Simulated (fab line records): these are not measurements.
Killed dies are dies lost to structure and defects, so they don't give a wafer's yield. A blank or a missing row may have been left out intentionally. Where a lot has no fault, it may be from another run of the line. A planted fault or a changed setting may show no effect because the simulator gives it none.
fab line records ; flow berkeleyCmos170 ; part 2 of 2: steps 28 to 37 of 37
[record] lots = 5; wafers = 15; lastDay = 13
route steps=331 shown PWELL@35 WELLDRIVE@55 ACTIVE@60
lots untouched by any fault: they come from a run of this same line in which no faults occurred
startH: hours from the record's opening day to when the first of the lot's shown wafers began ; waitH: hours elapsed since this lot's preceding step ; " as in the row above ; L1.1+2: one row covering several wafers at once ; - value missing, or start not given ; * or withheld: withheld ; < > ~ a bound
route shown NAME@n: NAME is a module with steps in the file, n the number in the route of the first one ; usual: mean and standard deviation over wafers with no fault ; same: alike in all rows ; chamber/n: place in a boat ; sites: per-site readings ; _std_site: standard deviation across them ; _edge_site: the outer-site mean with the inner-site mean subtracted ; radiusMm: for every site, how far away it sits from the centre of the wafer ; mask NAME#n: copy n ; behind: tool/chamber where the wafer was last shaped ; hold: the reason the lot was held/the length of the hold in hours/how it ended ; device: names the non-switching transistor (n, p or np) ; end of line: the route-end tests of the same wafers ; a step given without rows: its recipe and nothing more ; killed: at the first sort, the dies lost to defects and structure; wafer yield is something else ; map: per-die view of a wafer (x killed, . not killed, _ where there is no die)
set.NAME: the setting that was run; set.NAME@STEP: the one run at that earlier step ; model.NAME: the simulator's own value behind a step, which no gauge read
lots at selected steps of the route; one table per step, one row per wafer
services: the hour from which a tool's chamber was out of use, counted from the record's first day as startH (under 0 if before that day), plus the number of hours and why
[[steps]]
[step UCB170_ACTIVE_OXIDATION_02]
[recipe] tempC = 1000; ambient = O2; targetThkA = 264; oxTimeS = 1260
[usual] zonePowerSourcePct = 32.5/1.2
lot.wafer;tool;chamber;startH;waitH;zonePowerSourcePct
L078.2;furnace-04;0;102.02;2.0;31.5
L078.5;furnace-04;0;102.02;2.0;31.2
L078.6;furnace-04;0;102.02;2.0;31.4
L082.2;furnace-02;0;127.94;2.2;34.1
L082.3;furnace-02;0;127.94;2.2;34.3
L082.6;furnace-02;0;127.94;2.2;34.4
L094.2;furnace-02;0;189.55;7.1;34.2
L094.3;furnace-02;0;189.55;7.1;33.8
L094.6;furnace-02;0;189.55;7.1;34.0
L095.1;furnace-02;0;196.90;4.5;34.3
L095.4;furnace-02;0;196.90;4.5;33.9
L095.6;furnace-02;0;196.90;4.5;34.1
L096.3;furnace-02;0;196.90;4.5;33.4
L096.4;furnace-02;0;196.90;4.5;34.2
L096.5;furnace-02;0;196.90;4.5;34.2
[step UCB170_ACTIVE_THK_MEAS_03]
[recipe] reads = SiO2_of_ACTIVE_OXIDATION_02
[usual] ACTIVE_OXIDE_THK = 26.4/0.52
lot.wafer;tool;chamber;startH;waitH;ACTIVE_OXIDE_THK[nm]
L078.2;filmMetro-02;-;103.38;0.0;25.7
L078.5;filmMetro-02;-;103.38;0.0;25.5
L078.6;filmMetro-02;-;103.38;0.0;25.9
L082.2;filmMetro-01;-;129.36;0.1;26.1
L082.3;filmMetro-01;-;129.36;0.1;25.7
L082.6;filmMetro-01;-;129.36;0.1;26.1
L094.2;filmMetro-01;-;190.91;0.0;27.1
L094.3;filmMetro-01;-;190.91;0.0;27.1
L094.6;filmMetro-01;-;190.91;0.0;27.0
L095.1;filmMetro-04;-;198.25;0.0;27.2
L095.4;filmMetro-04;-;198.25;0.0;27.3
L095.6;filmMetro-04;-;198.25;0.0;27.0
L096.3;filmMetro-02;-;198.27;0.0;26.3
L096.4;filmMetro-02;-;198.27;0.0;26.5
L096.5;filmMetro-02;-;198.27;0.0;26.2
[step UCB170_ACTIVE_ANNEAL_04]
[recipe] tempC = 1000; timeS = 900; ambient = N2
[usual] zonePowerSourcePct = 32.1/1.1
lot.wafer;tool;chamber;startH;waitH;zonePowerSourcePct
L078.2;furnace-04;0;104.71;1.3;31.6
L078.5;furnace-04;0;104.71;1.3;31.3
L078.6;furnace-04;0;104.71;1.3;31.7
L082.2;furnace-04;0;136.79;7.4;31.2
L082.3;furnace-04;0;136.79;7.4;31.4
L082.6;furnace-04;0;136.79;7.4;31.3
L094.2;furnace-04;0;196.24;5.3;31.3
L094.3;furnace-04;0;196.24;5.3;31.5
L094.6;furnace-04;0;196.24;5.3;31.4
L095.1;furnace-02;0;202.66;4.4;34.4
L095.4;furnace-02;0;202.66;4.4;33.6
L095.6;furnace-02;0;202.66;4.4;33.7
L096.3;furnace-02;0;202.66;4.4;34.0
L096.4;furnace-02;0;202.66;4.4;34.3
L096.5;furnace-02;0;202.66;4.4;33.9
[step UCB170_ACTIVE_CVD_05]
[recipe] material = Si3N4; targetThkNm = 220; tempC = 800; precursor = SiH2Cl2/NH3; timeS = 3300; pressureMtorr = 200; sih2cl2FlowSccm = 25; nh3FlowSccm = 75
[usual] zonePowerSourcePct = 17.7/2.8
lot.wafer;tool;chamber;startH;waitH;zonePowerSourcePct
L078.2;lpcvd-02;0;105.96;0.0;20.0
L078.5;lpcvd-02;0;105.96;0.0;20.0
L078.6;lpcvd-02;0;105.96;0.0;20.2
L082.2;lpcvd-01;0;138.04;0.0;14.7
L082.3;lpcvd-01;0;138.04;0.0;14.5
L082.6;lpcvd-01;0;138.04;0.0;14.9
L094.2;lpcvd-02;1;197.49;0.0;20.9
L094.3;lpcvd-02;1;197.49;0.0;20.8
L094.6;lpcvd-02;1;197.49;0.0;20.8
L095.1;lpcvd-01;0;203.91;0.0;14.9
L095.4;lpcvd-01;0;203.91;0.0;14.9
L095.6;lpcvd-01;0;203.91;0.0;14.9
L096.3;lpcvd-01;0;203.91;0.0;14.6
L096.4;lpcvd-01;0;203.91;0.0;14.9
L096.5;lpcvd-01;0;203.91;0.0;14.8
[step UCB170_ACTIVE_THK_MEAS_06]
[recipe] reads = Si3N4_of_ACTIVE_CVD_05
[usual] ACTIVE_NITRIDE_THK = 220.8/1.6
lot.wafer;tool;chamber;startH;waitH;ACTIVE_NITRIDE_THK[nm]
L078.2;filmMetro-04;-;107.88;0.0;220.7
L078.5;filmMetro-04;-;107.88;0.0;222.0
L078.6;filmMetro-04;-;107.88;0.0;221.8
L082.2;filmMetro-01;-;139.97;0.0;220.7
L082.3;filmMetro-01;-;139.97;0.0;220.4
L082.6;filmMetro-01;-;139.97;0.0;220.5
L094.2;filmMetro-01;-;199.42;0.0;221.6
L094.3;filmMetro-01;-;199.42;0.0;220.8
L094.6;filmMetro-01;-;199.42;0.0;220.5
L095.1;filmMetro-01;-;205.83;0.0;217.7
L095.4;filmMetro-01;-;205.83;0.0;219.7
L095.6;filmMetro-01;-;205.83;0.0;217.5
L096.3;filmMetro-02;-;205.85;0.0;221.0
L096.4;filmMetro-02;-;205.85;0.0;220.8
L096.5;filmMetro-02;-;205.85;0.0;220.9
[step UCB170_ACTIVE_HMDS_07]
[recipe] primeTimeS = 60; primeTempC = 100
[usual] chillPlateTempC = 23.01/0.098; resistLineTempC = 23.02/0.095
lot.wafer;tool;chamber;startH;waitH;chillPlateTempC;resistLineTempC
L078.2;lithoTrack-03;0;108.92;1.0;23.08;23.05
L078.5;lithoTrack-03;0;108.92;1.0;23.07;23.14
L078.6;lithoTrack-03;0;108.92;1.0;23.05;23.14
L082.2;lithoTrack-03;0;140.04;0.1;22.92;23.15
L082.3;lithoTrack-03;0;140.04;0.1;22.78;23.14
L082.6;lithoTrack-03;0;140.04;0.1;23.06;23.10
L094.2;lithoTrack-02;0;199.70;0.3;23.03;23.11
L094.3;lithoTrack-02;0;199.70;0.3;22.96;23.10
L094.6;lithoTrack-02;0;199.70;0.3;23.04;23.08
L095.1;lithoTrack-03;0;206.47;0.6;22.94;22.99
L095.4;lithoTrack-03;0;206.47;0.6;23.07;23.00
L095.6;lithoTrack-03;0;206.47;0.6;23.06;23.08
L096.3;lithoTrack-01;0;206.53;0.7;22.93;22.89
L096.4;lithoTrack-01;0;206.53;0.7;23.03;22.92
L096.5;lithoTrack-01;0;206.53;0.7;23.05;22.94
[step UCB170_ACTIVE_COAT_08]
[recipe] resist = KrF; spinRpm = 1500; resistThkNm = 900
[usual] chillPlateTempC = 22.99/0.11; resistLineTempC = 23.02/0.12
lot.wafer;tool;chamber;startH;waitH;chillPlateTempC;resistLineTempC
L078.2;lithoTrack-03;0;109.07;0.1;23.03;22.91
L078.5;lithoTrack-03;0;109.07;0.1;23.13;22.94
L078.6;lithoTrack-03;0;109.07;0.1;23.14;22.87
L082.2;lithoTrack-03;0;140.19;0.1;22.82;22.80
L082.3;lithoTrack-03;0;140.19;0.1;23.03;22.92
L082.6;lithoTrack-03;0;140.19;0.1;22.80;22.89
L094.2;lithoTrack-02;0;199.85;0.1;22.96;23.16
L094.3;lithoTrack-02;0;199.85;0.1;22.85;23.28
L094.6;lithoTrack-02;0;199.85;0.1;22.88;23.18
L095.1;lithoTrack-03;0;206.62;0.1;22.98;23.01
L095.4;lithoTrack-03;0;206.62;0.1;22.95;23.22
L095.6;lithoTrack-03;0;206.62;0.1;22.86;22.99
L096.3;lithoTrack-01;0;206.68;0.1;23.20;23.38
L096.4;lithoTrack-01;0;206.68;0.1;23.18;23.20
L096.5;lithoTrack-01;0;206.68;0.1;23.14;23.21
[step UCB170_ACTIVE_SOFTBAKE_09]
[recipe] resist = KrF; tempC = 130; timeS = 60
[usual] chillPlateTempC = 23.00/0.11; resistLineTempC = 23.02/0.099
lot.wafer;tool;chamber;startH;waitH;chillPlateTempC;resistLineTempC
L078.2;lithoTrack-03;0;109.22;0.1;22.96;22.92
L078.5;lithoTrack-03;0;109.22;0.1;22.92;22.78
L078.6;lithoTrack-03;0;109.22;0.1;22.89;22.99
L082.2;lithoTrack-03;0;140.34;0.1;23.08;22.89
L082.3;lithoTrack-03;0;140.34;0.1;22.94;22.98
L082.6;lithoTrack-03;0;140.34;0.1;22.92;22.87
L094.2;lithoTrack-02;0;200.00;0.1;23.01;23.12
L094.3;lithoTrack-02;0;200.00;0.1;22.97;23.21
L094.6;lithoTrack-02;0;200.00;0.1;23.04;23.07
L095.1;lithoTrack-03;0;206.77;0.1;23.08;22.81
L095.4;lithoTrack-03;0;206.77;0.1;23.13;23.02
L095.6;lithoTrack-03;0;206.77;0.1;23.11;22.82
L096.3;lithoTrack-01;0;206.83;0.1;23.01;22.92
L096.4;lithoTrack-01;0;206.83;0.1;23.00;22.97
L096.5;lithoTrack-01;0;206.83;0.1;22.93;22.94
[step UCB170_ACTIVE_EXPOSE_10]
[recipe] maskId = ACTIVE; targetCdNm = 1200; na = 0.5; sigmaOuter = 0.6; sourceShape = conventional; doseMj = 20
lot.wafer;tool;chamber;startH;waitH;mask
L078.2+5+6;krfScanner-01;0;109.67;0.4;ACTIVE#0
L082.2+3+6;krfScanner-02;0;140.85;0.5;ACTIVE#0
L094.2+3+6;krfScanner-01;0;200.27;0.2;ACTIVE#0
L095.1+4+6;krfScanner-02;0;207.05;0.2;ACTIVE#0
L096.3+4+5;krfScanner-01;0;207.33;0.5;ACTIVE#0
[step UCB170_ACTIVE_PEB_11]
[recipe] pebTempC = 130; pebTimeS = withheld; resist = KrF
[usual] chillPlateTempC = 22.99/0.1; resistLineTempC = 23.00/0.12
lot.wafer;tool;chamber;startH;waitH;chillPlateTempC;resistLineTempC
L078.2;lithoTrack-01;0;110.04;0.3;23.02;22.77
L078.5;lithoTrack-01;0;110.04;0.3;22.84;22.93
L078.6;lithoTrack-01;0;110.04;0.3;23.02;22.95
L082.2;lithoTrack-03;0;141.46;0.6;23.06;23.20
L082.3;lithoTrack-03;0;141.46;0.6;23.05;22.95
L082.6;lithoTrack-03;0;141.46;0.6;22.98;22.94
L094.2;lithoTrack-02;0;200.42;0.1;23.12;23.14
L094.3;lithoTrack-02;0;200.42;0.1;23.05;22.97
L094.6;lithoTrack-02;0;200.42;0.1;23.17;22.98
L095.1;lithoTrack-02;0;207.26;0.2;22.94;22.81
L095.4;lithoTrack-02;0;207.26;0.2;22.89;22.91
L095.6;lithoTrack-02;0;207.26;0.2;23.02;22.89
L096.3;lithoTrack-03;0;207.52;0.2;23.08;22.95
L096.4;lithoTrack-03;0;207.52;0.2;22.94;22.98
L096.5;lithoTrack-03;0;207.52;0.2;22.95;22.93
[[services]]
tool;chamber;startH;hours;kind
krfScanner-02;-;42.71;19.9;repair
lpcvd-02;-;43.74;2.8;pm
rieDiel-02;-;51.59;0.1;repair
furnace-04;-;54.97;3.5;pm
implanter-02;-;58.80;4.6;pm
krfScanner-01;-;59.99;43.3;repair
plasmaAsher-04;-;65.06;2.8;pm
plasmaAsher-04;-;83.28;24.0;repair
rieDiel-04;2;92.11;6.8;repair
krfScanner-01;-;103.24;1.3;pm
krfScanner-01;-;104.54;3.6;pm
krfScanner-01;-;108.10;0.8;pm
plasmaAsher-04;-;108.75;9.0;pm
krfScanner-01;-;116.49;0.2;repair
furnace-02;-;132.79;4.3;pm
krfScanner-02;-;141.85;1.0;pm
krfScanner-01;-;142.92;1.0;pm
krfScanner-01;-;149.39;1.2;repair
implanter-02;-;150.71;1.6;repair
krfScanner-02;-;155.20;0.8;pm
krfScanner-02;-;159.15;1.3;pm
krfScanner-02;-;166.28;3.6;pm
furnace-02;-;184.71;4.8;pm
furnace-02;-;206.60;3.1;pm
